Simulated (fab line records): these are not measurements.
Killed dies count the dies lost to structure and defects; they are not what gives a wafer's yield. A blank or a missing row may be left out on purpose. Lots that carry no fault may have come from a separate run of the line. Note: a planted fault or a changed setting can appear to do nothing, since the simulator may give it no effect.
fab line records	flow berkeley_cmos170
record lots=5	wafers=23
route steps=331 shown V2@292 M3@310
start_h: hours from the record's first day to the start of the lot's first wafer shown	wait_h: hours from the lot's prior step to this one	" unchanged from the row above	L1.1+2: one row covering several wafers at once	- either no value or no given start	* or withheld: withheld	< > ~ a bound
route shown NAME@n: names a module that has steps shown in the file, with the first one's number in the route	usual: mean and standard deviation over wafers with no fault	same: alike in all rows	chamber/n: place in a boat	sites: readings site by site	_std_site: their standard deviation	_edge_site: mean of outer sites minus mean of inner sites	radius_mm: how far each site lies from the wafer's centre	mask NAME#n: copy n	behind: the last tool/chamber to shape the wafer	hold: reason for holding the lot/hours on hold/outcome of the hold	device: the transistor (n, p or np) that didn't switch	end of line: the same wafers' tests at the end of the route	step lacking rows: just its recipe	killed: count of dies lost to structure and defects at first sort (not the wafer's yield)	map: per-die view of a wafer (x killed, . not killed, _ where there is no die)
set.NAME: the run value of the setting; set.NAME@STEP: its run value at that earlier step	model.NAME: the simulator's own value behind a step, which no gauge read
lots where settings were altered on purpose, with a table for each step and a row for each wafer
## steps
# step UCB170_V2_CVD_00
# recipe material=SiO2	target_thk_nm=2000	temp_c=390	precursor=TEOS/O2	time_s=250	rf_w=550	pressure_mtorr=9000
lot.wafer	tool	chamber	start_h	wait_h	set.rf_w
L078.1+2+3	pecvd-02	1,0,2	217.65	0.1	550
L078.5+6	"	0,2	"	"	485.3
L079.1+6	pecvd-01	1,2	219.57	0.1	606.2
L079.3+4+5	"	0,1,0	"	"	550
L077.1+2+3	pecvd-01	1,2,0	220.72	0.1	550
L080.1+4	pecvd-01	1	235.11	0.1	576.8
L080.2+5+6	"	0,0,2	"	"	550
L081.1+3+5	pecvd-02	2,1,2	235.43	0.1	550
L081.2+6	"	0,1	"	"	492.1
# step UCB170_V2_THK_MEAS_01
# recipe reads=SiO2_of_V2_CVD_00
# usual V2_TEOS_THK=2006/23
lot.wafer	tool	chamber	start_h	wait_h	set.rf_w@V2_CVD_00	V2_TEOS_THK[nm]
L078.1	film_metro-04	-	217.80	0.1	550	2027
L078.2	"	-	"	"	550	2013
L078.3	"	-	"	"	550	2021
L078.5	"	-	"	"	485.3	1953
L078.6	"	-	"	"	485.3	1956
L079.1	film_metro-04	-	219.72	0.1	606.2	2075
L079.3	"	-	"	"	550	1983
L079.4	"	-	"	"	550	2021
L079.5	"	-	"	"	550	2016
L079.6	"	-	"	"	606.2	2071
L077.1	film_metro-04	-	220.87	0.1	550	2032
L077.2	"	-	"	"	550	1959
L077.3	"	-	"	"	550	1982
L080.1	film_metro-03	-	235.26	0.1	576.8	2029
L080.2	"	-	"	"	550	1996
L080.4	"	-	"	"	576.8	2062
L080.5	"	-	"	"	550	1986
L080.6	"	-	"	"	550	2003
L081.1	film_metro-02	-	235.59	0.1	550	1987
L081.2	"	-	"	"	492.1	1942
L081.3	"	-	"	"	550	2003
L081.5	"	-	"	"	550	2031
L081.6	"	-	"	"	492.1	1944
# step UCB170_M3_SPUTTER_01
# recipe material=Al	target_thk_nm=900	time_s=120	power_w=6000	chamber_pressure_pa=0.5
lot.wafer	tool	chamber	start_h	wait_h	set.time_s	model.Al_of_M3_SPUTTER_01.thk_nm
L078.1	pvd_sputter-03	-	220.49	0.0	120	905.7
L078.2	"	-	"	"	120	893.8
L078.3	"	-	"	"	120	905.2
L078.5	"	-	"	"	120	905
L078.6	"	-	"	"	120	906.3
L079.1	pvd_sputter-04	-	222.04	0.0	120	898.9
L079.3	"	-	"	"	134.9	1004
L079.4	"	-	"	"	120	888.4
L079.5	"	-	"	"	134.9	1006
L079.6	"	-	"	"	120	897.9
L077.1	pvd_sputter-04	-	223.25	0.0	120	891.1
L077.2	"	-	"	"	120	897.5
L077.3	"	-	"	"	120	897
L080.1	pvd_sputter-01	-	237.98	0.0	135.2	1001
L080.2	"	-	"	"	120	883.2
L080.4	"	-	"	"	120	885.1
L080.5	"	-	"	"	135.2	1010
L080.6	"	-	"	"	120	893.8
L081.1	pvd_sputter-04	-	238.20	0.0	102.8	759.8
L081.2	"	-	"	"	102.8	766.3
L081.3	"	-	"	"	120	902.7
L081.5	"	-	"	"	120	898.4
L081.6	"	-	"	"	102.8	764.5
# step UCB170_M3_RS_MEAS_02
# recipe thk_meas_gauge=four-point-probe	reads=Al_of_M3_SPUTTER_01
# usual M3_AL_RS=0.0322/0.00035
lot.wafer	tool	chamber	start_h	wait_h	set.time_s@M3_SPUTTER_01	M3_AL_RS[ohm/sq]
L078.1	film_metro-01	-	220.59	0.0	120	0.0319
L078.2	"	-	"	"	120	0.0324
L078.3	"	-	"	"	120	0.0320
L078.5	"	-	"	"	120	0.0319
L078.6	"	-	"	"	120	0.0320
L079.1	film_metro-01	-	222.13	0.0	120	0.0322
L079.3	"	-	"	"	134.9	0.0287
L079.4	"	-	"	"	120	0.0326
L079.5	"	-	"	"	134.9	0.0288
L079.6	"	-	"	"	120	0.0322
L077.1	film_metro-04	-	223.34	0.0	120	0.0325
L077.2	"	-	"	"	120	0.0322
L077.3	"	-	"	"	120	0.0322
L080.1	film_metro-02	-	238.06	0.0	135.2	0.0289
L080.2	"	-	"	"	120	0.0328
L080.4	"	-	"	"	120	0.0327
L080.5	"	-	"	"	135.2	0.0287
L080.6	"	-	"	"	120	0.0324
L081.1	film_metro-01	-	238.29	0.0	102.8	0.0382
L081.2	"	-	"	"	102.8	0.0379
L081.3	"	-	"	"	120	0.0321
L081.5	"	-	"	"	120	0.0322
L081.6	"	-	"	"	102.8	0.0379
# step UCB170_M3_THK_MEAS_03
# recipe thk_meas_gauge=xrf	reads=Al_of_M3_SPUTTER_01
# usual M3_AL_THK=871/9.4
lot.wafer	tool	chamber	start_h	wait_h	set.time_s@M3_SPUTTER_01	M3_AL_THK[nm]
L078.1	film_metro-01	-	220.71	0.1	120	887
L078.2	"	-	"	"	120	870
L078.3	"	-	"	"	120	887
L078.5	"	-	"	"	120	883
L078.6	"	-	"	"	120	884
L079.1	film_metro-01	-	222.25	0.1	120	875
L079.3	"	-	"	"	134.9	980
L079.4	"	-	"	"	120	868
L079.5	"	-	"	"	134.9	986
L079.6	"	-	"	"	120	877
L077.1	film_metro-04	-	223.46	0.1	120	869
L077.2	"	-	"	"	120	869
L077.3	"	-	"	"	120	872
L080.1	film_metro-02	-	238.18	0.1	135.2	961
L080.2	"	-	"	"	120	849
L080.4	"	-	"	"	120	851
L080.5	"	-	"	"	135.2	975
L080.6	"	-	"	"	120	859
L081.1	film_metro-01	-	238.41	0.1	102.8	742
L081.2	"	-	"	"	102.8	751
L081.3	"	-	"	"	120	885
L081.5	"	-	"	"	120	877
L081.6	"	-	"	"	102.8	746
# step UCB170_M3_COAT_05
# recipe resist=KrF	spin_rpm=1500	resist_thk_nm=900
lot.wafer	tool	chamber	start_h	wait_h	set.resist_thk_nm	model.KrF_of_M3_COAT_05.thk_nm
L078.1	litho_track-03	0	220.92	0.1	942.9	943.2
L078.2	"	0	"	"	900	898
L078.3	"	0	"	"	942.9	942.7
L078.5	"	0	"	"	900	901.8
L078.6	"	0	"	"	900	900.2
L079.1	litho_track-01	0	222.54	0.1	900	902.7
L079.3	"	0	"	"	900	900.6
L079.4	"	0	"	"	900	902.4
L079.5	"	0	"	"	900	899.9
L079.6	"	0	"	"	900	901.6
L077.1	litho_track-02	0	223.96	0.1	900	899.5
L077.2	"	0	"	"	900	895.6
L077.3	"	0	"	"	900	898.5
L080.1	litho_track-03	0	238.39	0.1	876.6	873.6
L080.2	"	0	"	"	876.6	872.2
L080.4	"	0	"	"	876.6	876.6
L080.5	"	0	"	"	900	896.2
L080.6	"	0	"	"	900	895.5
L081.1	litho_track-03	0	238.84	0.1	943.3	935.6
L081.2	"	0	"	"	943.3	932.4
L081.3	"	0	"	"	900	893.9
L081.5	"	0	"	"	943.3	936.3
L081.6	"	0	"	"	900	892.6
# step UCB170_M3_SOFTBAKE_06
# recipe resist=KrF	temp_c=130	time_s=60
# step UCB170_M3_STRIP_07
# recipe chemistry=O2	power_w=400	pressure_mtorr=3500	platen_temp_c=withheld	o2_flow_sccm=400	overash_fraction=0.5
# usual strip_time_to_endpoint_s=21.95/0.072
lot.wafer	tool	chamber	start_h	wait_h	set.resist_thk_nm@M3_COAT_05	strip_time_to_endpoint_s
L078.1	plasma_asher-03	1	221.22	0.1	942.9	23.01
L078.2	"	0	"	"	900	21.92
L078.3	"	0	"	"	942.9	23.00
L078.5	"	1	"	"	900	22.02
L078.6	"	0	"	"	900	21.98
L079.1	plasma_asher-03	0	222.84	0.1	900	22.05
L079.3	"	0	"	"	900	21.97
L079.4	"	1	"	"	900	22.02
L079.5	"	1	"	"	900	21.95
L079.6	"	0	"	"	900	22.01
L077.1	plasma_asher-02	0	224.26	0.1	900	21.94
L077.2	"	1	"	"	900	21.86
L077.3	"	0	"	"	900	21.93
L080.1	plasma_asher-04	0	238.69	0.1	876.6	21.34
L080.2	"	1	"	"	876.6	21.30
L080.4	"	1	"	"	876.6	21.41
L080.5	"	1	"	"	900	21.88
L080.6	"	0	"	"	900	21.86
L081.1	plasma_asher-02	1	239.14	0.1	943.3	22.81
L081.2	"	0	"	"	943.3	22.75
L081.3	"	0	"	"	900	21.83
L081.5	"	0	"	"	943.3	22.83
L081.6	"	1	"	"	900	21.79
# step UCB170_M3_PEB_13
# recipe peb_temp_c=130	peb_time_s=withheld	resist=KrF
lot.wafer	tool	chamber	start_h	wait_h	set.peb_temp_c
L078.1+2+3+5+6	litho_track-03	0	222.06	0.1	130
L079.1+3	litho_track-02	0	224.53	0.5	130
L079.4+5+6	"	0	"	"	126.3
L077.1+2+3	litho_track-03	0	225.48	0.1	130
L080.1+2	litho_track-01	0	239.70	0.1	132.3
L080.4+5+6	"	0	"	"	130
L081.1+3+6	litho_track-03	0	240.11	0.1	128.9
L081.2+5	"	0	"	"	130
# step UCB170_M3_DEVELOP_14
# recipe developer=TMAH	develop_time_s=45	resist=KrF	dev_temp_c=21
# step UCB170_M3_CD_MEAS_15
# recipe target_cd_nm=700
# usual cd_nm=700.5/1.6
lot.wafer	tool	chamber	start_h	wait_h	set.peb_temp_c@M3_PEB_13	cd_nm
L078.1	cd_sem-01	-	222.33	-	130	700.5
L078.2	"	-	"	"	130	700.7
L078.3	"	-	"	"	130	700.2
L078.5	"	-	"	"	130	700.5
L078.6	"	-	"	"	130	698.7
L079.1	cd_sem-02	-	224.81	-	130	699.3
L079.3	"	-	"	"	130	699.7
L079.4	"	-	"	"	126.3	729.0
L079.5	"	-	"	"	126.3	727.8
L079.6	"	-	"	"	126.3	729.1
L077.1	cd_sem-02	-	225.77	-	130	698.2
L077.2	"	-	"	"	130	698.5
L077.3	"	-	"	"	130	698.1
L080.1	cd_sem-02	-	239.98	-	132.3	688.8
L080.2	"	-	"	"	132.3	688.7
L080.4	"	-	"	"	130	702.3
L080.5	"	-	"	"	130	701.7
L080.6	"	-	"	"	130	702.9
L081.1	cd_sem-02	-	240.38	-	128.9	706.9
L081.2	"	-	"	"	130	697.4
L081.3	"	-	"	"	128.9	707.6
L081.5	"	-	"	"	130	701.2
L081.6	"	-	"	"	128.9	707.2
# step UCB170_M3_ETCH_17
# recipe chemistry=N2/H2	target_depth_a=withheld	overetch_a=withheld	target=BARC	time_s=withheld	source_w=500	bias_w=100	pressure_mtorr=30	n2_flow_sccm=100	h2_flow_sccm=200
lot.wafer	tool	chamber	start_h	wait_h	set.peb_temp_c@M3_PEB_13	model.M3.cd_nm
L078.1	rie_diel-02	2	222.49	0.0	130	701.1
L078.2+3	"	0,3	"	"	130	699.8
L078.5	"	3	"	"	130	700
L078.6	"	2	"	"	130	699.3
L079.1	rie_diel-02	0	224.96	0.0	130	699.5
L079.3	"	1	"	"	130	699.9
L079.4	"	2	"	"	126.3	729.8
L079.5	"	1	"	"	126.3	728.3
L079.6	"	0	"	"	126.3	728.5
L077.1	rie_diel-01	2	225.93	0.0	130	697.4
L077.2	"	0	"	"	130	698.1
L077.3	"	3	"	"	130	697.2
L080.1	rie_diel-01	1	240.13	0.0	132.3	689.1
L080.2	"	0	"	"	132.3	688.4
L080.4	"	1	"	"	130	702.4
L080.5	"	0	"	"	130	701.2
L080.6	"	3	"	"	130	701.9
L081.1	rie_diel-02	2	240.54	0.0	128.9	707.3
L081.2	"	0	"	"	130	697.4
L081.3+6	"	3,0	"	"	128.9	706.6
L081.5	"	3	"	"	130	700.8
# step UCB170_M3_METAL_ETCH_18
# recipe chemistry=Cl2/BCl3	target=Al	stop_on=SiO2	pressure_mtorr=12	target_depth_a=11700	over_etch_frac=0.3	time_s=195	icp_w=600	bias_w=120	Cl2_flow_sccm=90	bcl3_flow_sccm=45
# usual oes_product_au=0.844/0.012
lot.wafer	tool	chamber	start_h	wait_h	set.time_s@M3_SPUTTER_01	set.peb_temp_c@M3_PEB_13	oes_product_au	model.M3.cd_nm
L078.1	rie_metal-02	0	222.53	-	120	130	0.837	701
L078.2	"	1	"	"	120	130	0.827	700.5
L078.3	"	1	"	"	120	130	0.831	702.3
L078.5	"	1	"	"	120	130	0.843	700.6
L078.6	"	0	"	"	120	130	0.846	701.3
L079.1	rie_metal-01	0	225.00	-	120	130	0.836	697.2
L079.3	"	0	"	"	134.9	130	0.898	697.9
L079.4	"	1	"	"	120	126.3	0.836	727.6
L079.5	"	0	"	"	134.9	126.3	0.901	723.9
L079.6	"	1	"	"	120	126.3	0.833	730.6
L077.1	rie_metal-01	0	225.97	-	120	130	0.835	694.4
L077.2	"	1	"	"	120	130	0.836	699.6
L077.3	"	1	"	"	120	130	0.829	698.7
L080.1	rie_metal-01	1	240.17	-	135.2	132.3	0.891	688.6
L080.2	"	0	"	"	120	132.3	0.843	687.3
L080.4	"	1	"	"	120	130	0.832	702.6
L080.5	"	0	"	"	135.2	130	0.902	699.6
L080.6	"	1	"	"	120	130	0.839	703.6
L081.1	rie_metal-02	1	240.58	-	102.8	128.9	0.779	711.7
L081.2	"	0	"	"	102.8	130	0.769	699
L081.3	"	0	"	"	120	128.9	0.840	710.9
L081.5	"	1	"	"	120	130	0.833	702.1
L081.6	"	0	"	"	102.8	128.9	0.774	711.7
# step UCB170_M3_STRIP_19
# recipe chemistry=O2	power_w=400	pressure_mtorr=3500	platen_temp_c=withheld	o2_flow_sccm=400	overash_fraction=0.5
# step UCB170_M3_CD_MEAS_90
# recipe target_cd_nm=700
# usual cd_nm=700/4
lot.wafer	tool	chamber	start_h	wait_h	set.peb_temp_c@M3_PEB_13	cd_nm
L078.1	cd_sem-02	-	222.82	0.1	130	701
L078.2	"	-	"	"	130	700
L078.3	"	-	"	"	130	702
L078.5	"	-	"	"	130	701
L078.6	"	-	"	"	130	701
L079.1	cd_sem-02	-	225.29	0.1	130	697
L079.3	"	-	"	"	130	698
L079.4	"	-	"	"	126.3	728
L079.5	"	-	"	"	126.3	724
L079.6	"	-	"	"	126.3	730
L077.1	cd_sem-02	-	226.26	0.1	130	694
L077.2	"	-	"	"	130	700
L077.3	"	-	"	"	130	699
L080.1	cd_sem-01	-	240.46	0.1	132.3	688
L080.2	"	-	"	"	132.3	687
L080.4	"	-	"	"	130	702
L080.5	"	-	"	"	130	700
L080.6	"	-	"	"	130	704
L081.1	cd_sem-02	-	240.87	0.1	128.9	712
L081.2	"	-	"	"	130	699
L081.3	"	-	"	"	128.9	711
L081.5	"	-	"	"	130	702
L081.6	"	-	"	"	128.9	712
## key
split step=UCB170_V2_CVD_00	setting=rf_w	stated=550	by=wafer
response step=UCB170_V2_THK_MEAS_01	reading=V2_TEOS_THK	change=+6.28	per=1%	r=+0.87
split step=UCB170_M3_SPUTTER_01	setting=time_s	stated=120	by=wafer
response step=UCB170_M3_SPUTTER_01	reading=model.Al_of_M3_SPUTTER_01.thk_nm	change=+9.27	per=1%	r=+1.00
response step=UCB170_M3_RS_MEAS_02	reading=M3_AL_RS	change=-0.00034	per=1%	r=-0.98
response step=UCB170_M3_THK_MEAS_03	reading=M3_AL_THK	change=+9.13	per=1%	r=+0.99
response step=UCB170_M3_METAL_ETCH_18	reading=oes_product_au	change=+0.00469	per=1%	r=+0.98
split step=UCB170_M3_COAT_05	setting=resist_thk_nm	stated=900	by=wafer
response step=UCB170_M3_COAT_05	reading=model.KrF_of_M3_COAT_05.thk_nm	change=+8.76	per=1%	r=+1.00
response step=UCB170_M3_STRIP_07	reading=strip_time_to_endpoint_s	change=*	per=1%	r=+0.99
split step=UCB170_M3_PEB_13	setting=peb_temp_c	stated=130	by=wafer
response step=UCB170_M3_CD_MEAS_15	reading=cd_nm	change=-9.52	per=1%	r=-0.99
response step=UCB170_M3_ETCH_17	reading=model.M3.cd_nm	change=-9.44	per=1%	r=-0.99
response step=UCB170_M3_METAL_ETCH_18	reading=model.M3.cd_nm	change=-9.95	per=1%	r=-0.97
response step=UCB170_M3_CD_MEAS_90	reading=cd_nm	change=-9.97	per=1%	r=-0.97
